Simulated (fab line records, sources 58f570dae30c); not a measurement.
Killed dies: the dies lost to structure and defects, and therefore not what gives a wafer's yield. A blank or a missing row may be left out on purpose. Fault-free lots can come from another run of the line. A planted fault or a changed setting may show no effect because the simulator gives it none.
fab line records | flow berkeley-cmos170
[record] lots = 14 wafers = 40 last-day = 12
route steps=331 shown SILICIDE@212 M1@247 V1@256
lots that met no fault: from a run of the same line without faults
start-h: start of the lot's first displayed wafer, in hours after the record's first day | wait-h: hours elapsed since this lot's preceding step | " same as the row above | L1.1+2: a row that stands for several wafers | - either no value or no given start | * or withheld: withheld | < > ~ a bound
route shown NAME@n: NAME is a module with steps in the file, n the number in the route of the first one | usual: mean and standard deviation over wafers with no fault | same: alike in all rows | chamber/n: place in a boat | sites: the reading at each site | _std_site: their standard deviation | _edge_site: the outer-site mean with the inner-site mean subtracted | radius-mm: for every site, how far away it sits from the centre of the wafer | mask NAME#n: copy n | behind: the tool/chamber that last shaped the wafer | hold: why the lot was held/for how many hours/how that ended | device: which transistor (n, p or np) failed to switch | end of line: the route-end tests of the same wafers | for a step that has no rows: nothing shown but its recipe | killed: dies lost to structure and defects at the first sort, not the wafer's yield | map: shows each die of a wafer: x if killed, . if not, _ if none is there
set.NAME: setting as actually run; set.NAME@STEP: the setting as run at that earlier step | model.NAME: the simulator's own value behind a step, which no gauge read
the route's steps for a sample of lots (tables are steps, rows are wafers)
services: a tool's chamber out of use, with start hour (start-h, from the record's first day; less than 0 if before it), hours out, and reason
[[steps]]
[step UCB170_SILICIDE_RS_MEAS_02]
[recipe] thk-meas-gauge = four-point-probe reads = Ti_of_SILICIDE_SPUTTER_01
[usual] SILICIDE_TI_RS = 26.1/0.34
// columns lot.wafer tool chamber start-h wait-h SILICIDE_TI_RS[ohm/sq]
L226.2 film-metro-04 - 142.70 0.0 26.0
L226.4 " - " " 26.3
L226.6 " - " " 26.3
L227.1 film-metro-01 - 142.82 0.0 26.7
L227.3 " - " " 26.7
L227.4 " - " " 26.4
L231.4 film-metro-04 - 165.76 0.1 26.1
L231.5 " - " " 25.9
L231.6 " - " " 25.8
L229.1 film-metro-01 - 165.88 0.0 26.2
L229.3 " - " " 26.3
L229.4 " - " " 26.5
L232.1 film-metro-04 - 171.71 0.0 26.7
L232.4 " - " " 26.5
L232.5 " - " " 26.7
L233.1 film-metro-04 - 179.18 0.0 25.9
L233.2 " - " " 26.0
L233.3 " - " " 26.1
L234.4 film-metro-04 - 179.61 0.1 25.7
L234.5 " - " " 25.9
L234.6 " - " " 25.7
L237.2 film-metro-03 - 194.52 0.0 27.0
L237.3 " - " " 26.9
L237.4 " - " " 26.7
L235.1 film-metro-04 - 195.27 0.0 25.8
L235.4 " - " " 25.7
L235.5 " - " " 25.7
L236.2 film-metro-03 - 196.19 0.0 25.6
L236.5 " - " " 25.9
L236.6 " - " " 25.6
L238.2 film-metro-03 - 205.07 0.0 26.0
L238.4 " - " " 26.2
L238.6 " - " " 25.9
L240.5 film-metro-01 - 217.34 0.1 25.5
L247.2 film-metro-04 - 245.42 0.0 25.6
L247.3 " - " " 26.0
L247.4 " - " " 26.0
L248.4 film-metro-03 - 258.00 0.1 26.0
L248.5 " - " " 26.2
L248.6 " - " " 26.2
[step UCB170_SILICIDE_RTA_04]
[recipe] temp-c = 650 time-s = 15 ambient = N2
[usual] lamp-power-pct = 9.2/0.84 wafer_temp_C_max = 652.7/0.82
// columns lot.wafer tool chamber start-h wait-h lamp-power-pct wafer_temp_C_max
L226.2 rtp-anneal-01 0 142.87 0.1 10.1 652.3
L226.4 " 0 " " 10.1 652.8
L226.6 " 0 " " 10.1 653.7
L227.1 rtp-anneal-02 0 143.00 0.1 8.4 651.5
L227.3 " 0 " " 8.4 651.2
L227.4 " 0 " " 8.4 651.8
L231.4 rtp-anneal-01 0 165.92 0.1 10.1 652.8
L231.5 " 0 " " 10.1 653.4
L231.6 " 0 " " 10.1 653.2
L229.1 rtp-anneal-02 0 166.06 0.1 8.4 653.1
L229.3 " 0 " " 8.4 652.4
L229.4 " 0 " " 8.4 652.5
L232.1 rtp-anneal-01 0 171.89 0.1 10.1 652.9
L232.4 " 0 " " 10.1 653.8
L232.5 " 0 " " 10.1 653.8
L233.1 rtp-anneal-02 0 179.36 0.1 8.4 652.4
L233.2 " 0 " " 8.4 652.6
L233.3 " 0 " " 8.4 652.3
L234.4 rtp-anneal-01 0 179.76 0.1 10.1 653.3
L234.5 " 0 " " 10.1 652.8
L234.6 " 0 " " 10.1 653.1
L237.2 rtp-anneal-02 0 194.70 0.1 8.4 652.1
L237.3 " 0 " " 8.4 652.3
L237.4 " 0 " " 8.4 652.8
L235.1 rtp-anneal-01 0 195.45 0.1 10.1 654.8
L235.4 " 0 " " 10.1 653.1
L235.5 " 0 " " 10.1 652.8
L236.2 rtp-anneal-01 0 196.36 0.1 10.1 653.3
L236.5 " 0 " " 10.1 653.6
L236.6 " 0 " " 10.1 653.3
L238.2 rtp-anneal-02 0 205.24 0.1 8.4 652.2
L238.4 " 0 " " 8.4 652.5
L238.6 " 0 " " 8.4 651.8
L240.5 rtp-anneal-02 0 217.49 0.1 8.4 651.8
L247.2 rtp-anneal-02 0 245.59 0.1 8.4 652.2
L247.3 " 0 " " 8.4 652.2
L247.4 " 0 " " 8.4 652.4
L248.4 rtp-anneal-01 0 258.16 0.1 10.1 652.3
L248.5 " 0 " " 10.1 652.5
L248.6 " 0 " " 10.1 653.6
[step UCB170_M1_CD_MEAS_09]
[recipe] target-cd-nm = 700
[usual] cd-nm = 700.2/1.4
// columns lot.wafer tool chamber start-h wait-h cd-nm
L226.2 cd-sem-01 - 149.08 - 698.8
L226.4 " - " " 699.6
L226.6 " - " " 700.6
L227.1 cd-sem-02 - 149.39 - 699.0
L227.3 " - " " 697.5
L227.4 " - " " 699.1
L231.4 cd-sem-02 - 171.66 - 698.8
L231.5 " - " " 699.7
L231.6 " - " " 700.1
L229.1 cd-sem-02 - 172.12 - 700.4
L229.3 " - " " 700.6
L229.4 " - " " 700.7
L232.1 cd-sem-02 - 181.01 - 699.3
L232.4 " - " " 700.5
L232.5 " - " " 699.8
L233.1 cd-sem-02 - 185.78 - 699.5
L233.2 " - " " 696.5
L233.3 " - " " 698.5
L234.4 cd-sem-02 - 187.52 - 704.1
L234.5 " - " " 702.7
L234.6 " - " " 703.9
L237.2 cd-sem-02 - 202.44 - 700.7
L237.3 " - " " 701.0
L237.4 " - " " 701.4
L235.1 cd-sem-02 - 204.65 - 700.6
L235.4 " - " " 700.6
L235.5 " - " " 700.5
L236.2 cd-sem-01 - 204.96 - 699.5
L236.5 " - " " 698.7
L236.6 " - " " 700.0
L238.2 cd-sem-01 - 213.06 - 698.8
L238.4 " - " " 701.7
L238.6 " - " " 699.3
L240.5 cd-sem-01 - 224.61 - 699.5
L247.2 cd-sem-02 - 252.27 - 699.9
L247.3 " - " " 698.2
L247.4 " - " " 698.7
L248.4 cd-sem-02 - 264.51 - 699.9
L248.5 " - " " 701.8
L248.6 " - " " 701.2
[step UCB170_V1_CMP_02]
[recipe] material = SiO2 down-force-psi = 6 platen-rpm = 60 pad-velocity-m-s = 0.75398
[usual] motor-current-A = 15.8/2.1
// columns lot.wafer tool chamber start-h wait-h motor-current-A
L226.4 cmp-02 0 154.85 0.1 17.1
L226.2 " 1 " " 12.1
L226.6 " 3 " " 16.1
L227.1 cmp-02 2 155.15 0.4 14.7
L227.4 " 3 " " 14.9
L227.3 " 0 " " 17.9
L229.1 cmp-02 3 176.87 0.1 14.8
L229.3 " 0 " " 16.3
L229.4 " 1 " " 11.7
L231.4 cmp-01 2 176.92 0.1 18.3
L231.6 " 1 " " 13.9
L231.5 " 2 " " 17.3
L232.1 cmp-01 3 187.22 0.1 18.6
L232.4 " 2 " " 17.3
L232.5 " 0 " " 16.3
L233.1 cmp-01 0 191.14 0.1 16.7
L233.3 " 1 " " 13.9
L233.2 " 2 " " 16.6
L234.4 cmp-02 3 191.24 0.1 14.7
L234.5 " 1 " " 12.2
L234.6 " 2 " " 13.5
L236.2 cmp-01 1 207.59 0.0 14.7
L236.5 " 1 " " 13.8
L236.6 " 2 " " 17.9
L237.4 cmp-02 3 207.59 0.0 13.9
L237.3 " 0 " " 16.4
L237.2 " 2 " " 14.4
L235.4 cmp-02 2 207.94 0.4 13.9
L235.1 " 3 " " 15.1
L235.5 " 1 " " 12.3
L238.4 cmp-01 2 217.60 0.0 16.9
L238.2 " 0 " " 16.6
L238.6 " 3 " " 18.9
L240.5 cmp-01 2 227.91 0.5 17.0
L247.2 cmp-02 0 257.49 0.0 17.6
L247.4 " 1 " " 11.9
L247.3 " 3 " " 14.8
L248.4 cmp-02 3 270.39 0.2 14.7
L248.5 " 0 " " 16.6
L248.6 " 1 " " 11.7
[step UCB170_V1_THK_MEAS_04]
[recipe] reads = SiO2_of_V1_CVD_00
[usual] V1_POLISHED_THK = 999.9/1.1
// columns lot.wafer tool chamber start-h wait-h V1_POLISHED_THK[nm]
L226.2 film-metro-02 - 155.23 0.1 1000.9
L226.4 " - " " 1002.2
L226.6 " - " " 1002.0
L227.1 film-metro-01 - 155.52 0.1 1000.7
L227.3 " - " " 1001.4
L227.4 " - " " 1001.9
L229.1 film-metro-02 - 177.29 0.1 999.3
L229.3 " - " " 999.6
L229.4 " - " " 999.4
L231.4 film-metro-01 - 177.32 0.1 999.5
L231.5 " - " " 998.9
L231.6 " - " " 998.3
L232.1 film-metro-04 - 187.64 0.1 1000.0
L232.4 " - " " 1000.5
L232.5 " - " " 999.9
L233.1 film-metro-01 - 191.56 0.1 1001.1
L233.2 " - " " 998.9
L233.3 " - " " 999.7
L234.4 film-metro-02 - 191.59 0.1 1000.4
L234.5 " - " " 998.3
L234.6 " - " " 1001.1
L236.2 film-metro-02 - 208.02 0.1 999.7
L236.5 " - " " 998.9
L236.6 " - " " 998.0
L237.2 film-metro-01 - 208.02 0.1 1000.1
L237.3 " - " " 1000.7
L237.4 " - " " 998.4
L235.1 film-metro-04 - 208.31 0.1 1000.2
L235.4 " - " " 999.7
L235.5 " - " " 998.1
L238.2 film-metro-01 - 218.03 0.1 1000.3
L238.4 " - " " 1357.0
L238.6 " - " " 998.6
L240.5 film-metro-04 - 228.17 0.1 1359.0
L247.2 film-metro-04 - 257.92 0.1 1000.0
L247.3 " - " " 998.5
L247.4 " - " " 999.3
L248.4 film-metro-02 - 270.69 0.1 998.0
L248.5 " - " " 999.5
L248.6 " - " " 997.9
[step UCB170_V1_ETCH_14]
[recipe] chemistry = CHF3/CF4/Ar target = SiO2 stop-on = Al CHF3_flow_sccm = 45 cf4-flow-sccm = 15 Ar_flow_sccm = 150 pressure-mtorr = 200 rf-w = 700 target-depth-a = 12500 over-etch-frac = 0.25 time-s = 291
[usual] drypump-motor-current-A = 5.8/0.35 oes-product-au = 0.875/0.011 throttle-valve-pct = 6.96/0.14
// columns lot.wafer tool chamber start-h wait-h drypump-motor-current-A oes-product-au rf-hours-counter-h throttle-valve-pct
L226.2 rie-diel-01 3 156.87 0.0 6.0 0.871 95 6.93
L226.4 " 0 " " 5.9 0.860 13 7.07
L226.6 " 2 " " 5.8 0.866 - 7.14
L227.1 rie-diel-03 1 156.99 0.0 6.2 0.881 147 6.95
L227.3 " 0 " " 5.7 0.868 18 6.83
L227.4 " 2 " " 5.9 0.875 9 6.84
L229.1 rie-diel-01 3 180.89 0.0 5.9 0.872 95 6.94
L229.3 " 0 " " 5.9 0.867 14 7.09
L229.4 " 2 " " 5.9 0.866 5 7.13
L231.4 rie-diel-03 2 181.06 0.0 5.9 0.875 10 6.84
L231.5 " 2 " " 5.9 0.878 - 6.83
L231.6 " 1 " " 6.2 0.877 - 6.95
L232.1 rie-diel-01 2 189.18 0.0 5.8 0.865 5 7.13
L232.4 " 1 " " 4.9 0.869 122 6.98
L232.5 " 3 " " 5.9 0.875 - 6.94
L233.1 rie-diel-03 1 193.37 0.0 6.2 0.873 148 6.95
L233.2 " 2 " " 5.9 0.880 11 6.84
L233.3 " 0 " " 5.7 0.873 19 6.80
L234.4 rie-diel-04 1 193.47 0.1 5.2 0.879 - 6.73
L234.5 " 3 " " 5.9 0.870 - 6.92
L234.6 " 2 " " 5.8 0.859 - 7.08
L237.2 rie-diel-03 0 210.10 0.0 5.7 0.867 20 6.82
L237.3 " 1 " " 6.2 0.890 0 6.96
L237.4 " 2 " " 5.9 0.878 12 6.83
L236.2 rie-diel-01 0 210.22 0.0 5.9 0.862 15 7.07
L236.5 " 1 " " 4.9 0.872 - 6.97
L236.6 " 2 " " 5.9 0.866 - 7.13
L235.1 rie-diel-03 0 210.50 0.0 5.7 0.873 20 6.81
L235.4 " 1 " " 6.2 0.894 0 6.96
L235.5 " 3 " " 5.8 0.885 - 7.17
L238.2 rie-diel-04 1 220.81 0.0 5.2 0.867 31 6.74
L238.4 " 2 " " 5.9 0.986 127 7.07
L238.6 " 2 " " 5.9 0.862 - 7.08
L240.5 rie-diel-01 1 229.45 0.1 4.9 1.005 - 6.97
L247.2 rie-diel-03 3 259.37 0.0 5.8 0.881 132 7.16
L247.3 " 1 " " 6.2 0.903 3 6.96
L247.4 " 0 " " 5.7 0.874 23 6.82
L248.4 rie-diel-03 3 272.41 0.0 5.8 0.881 132 7.17
L248.5 " 0 " " 5.7 0.873 - 6.82
L248.6 " 3 " " 5.7 0.879 - 7.16
[[services]]
// columns tool chamber start-h hours kind
rie-diel-04 2 126.21 6.0 repair
rie-diel-04 - 140.20 0.2 repair
cmp-01 - 154.05 7.5 pm
rie-diel-04 0 155.21 22.6 repair
rie-diel-03 3 163.79 2.7 repair
rie-diel-04 0 177.81 - clean
rie-diel-04 0 177.81 28.8 scheduled-down
rie-diel-04 0 177.81 28.8 vent-cycle
rie-diel-04 2 193.88 7.4 repair
rie-diel-03 1 194.97 - clean
rie-diel-03 1 194.97 15.1 scheduled-down
rie-diel-03 1 194.97 15.1 vent-cycle
cmp-01 - 202.09 1.6 repair
cmp-02 - 214.09 26.1 pm
cmp-02 - 240.19 4.0 pm
rie-diel-04 3 241.76 - clean
rie-diel-04 3 241.76 18.6 scheduled-down
rie-diel-04 3 241.76 18.6 vent-cycle
cmp-02 - 244.19 - consumable-replace:conditioner
cmp-02 - 244.19 - consumable-replace:pad
cmp-02 - 244.72 1.0 repair
cmp-02 - 248.82 2.2 repair
[[key]]
[first-sign] step = UCB170_V1_THK_MEAS_04 reading = V1_POLISHED_THK direction = up sigmas = 99+ usual = 999.9 struck = 1358.0
[effect] step = UCB170_V1_ETCH_14 reading = oes-product-au direction = up sigmas = 11 usual = 0.875 struck = 0.996
met-at UCB170_V1_CMP_02
struck-lots L238,L240
struck-wafers L238.4,L240.5
rows-end L240.5
later-rows-left-out L238.4
sort-left-out L238.4
not-acting-at UCB170_SILICIDE_RS_MEAS_02,UCB170_SILICIDE_RTA_04,UCB170_M1_CD_MEAS_09
onset-between 207.59 217.60
[earlier-fault] kind = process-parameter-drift tool = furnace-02 chamber = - onset-h = 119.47 steps = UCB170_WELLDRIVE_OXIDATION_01 channel = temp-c offset = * shape = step end-h = 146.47 acts-in = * stated = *
[fault] kind = process-parameter-drift tool = cmp-01 chamber = 2 onset-h = 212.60 steps = UCB170_V1_CMP_02 channel = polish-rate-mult offset = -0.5 shape = step
// sort-left-out: the simulated sort isn't trusted on such a fault, so these wafers' sort isn't shown, and their yield isn't known
// later-rows-left-out: the simulator's readings of these wafers behind a module that went badly wrong aren't trusted and aren't shown, but for the sort
// rows-end: these wafers met a further fault down the route, and their rows from its step on are left out
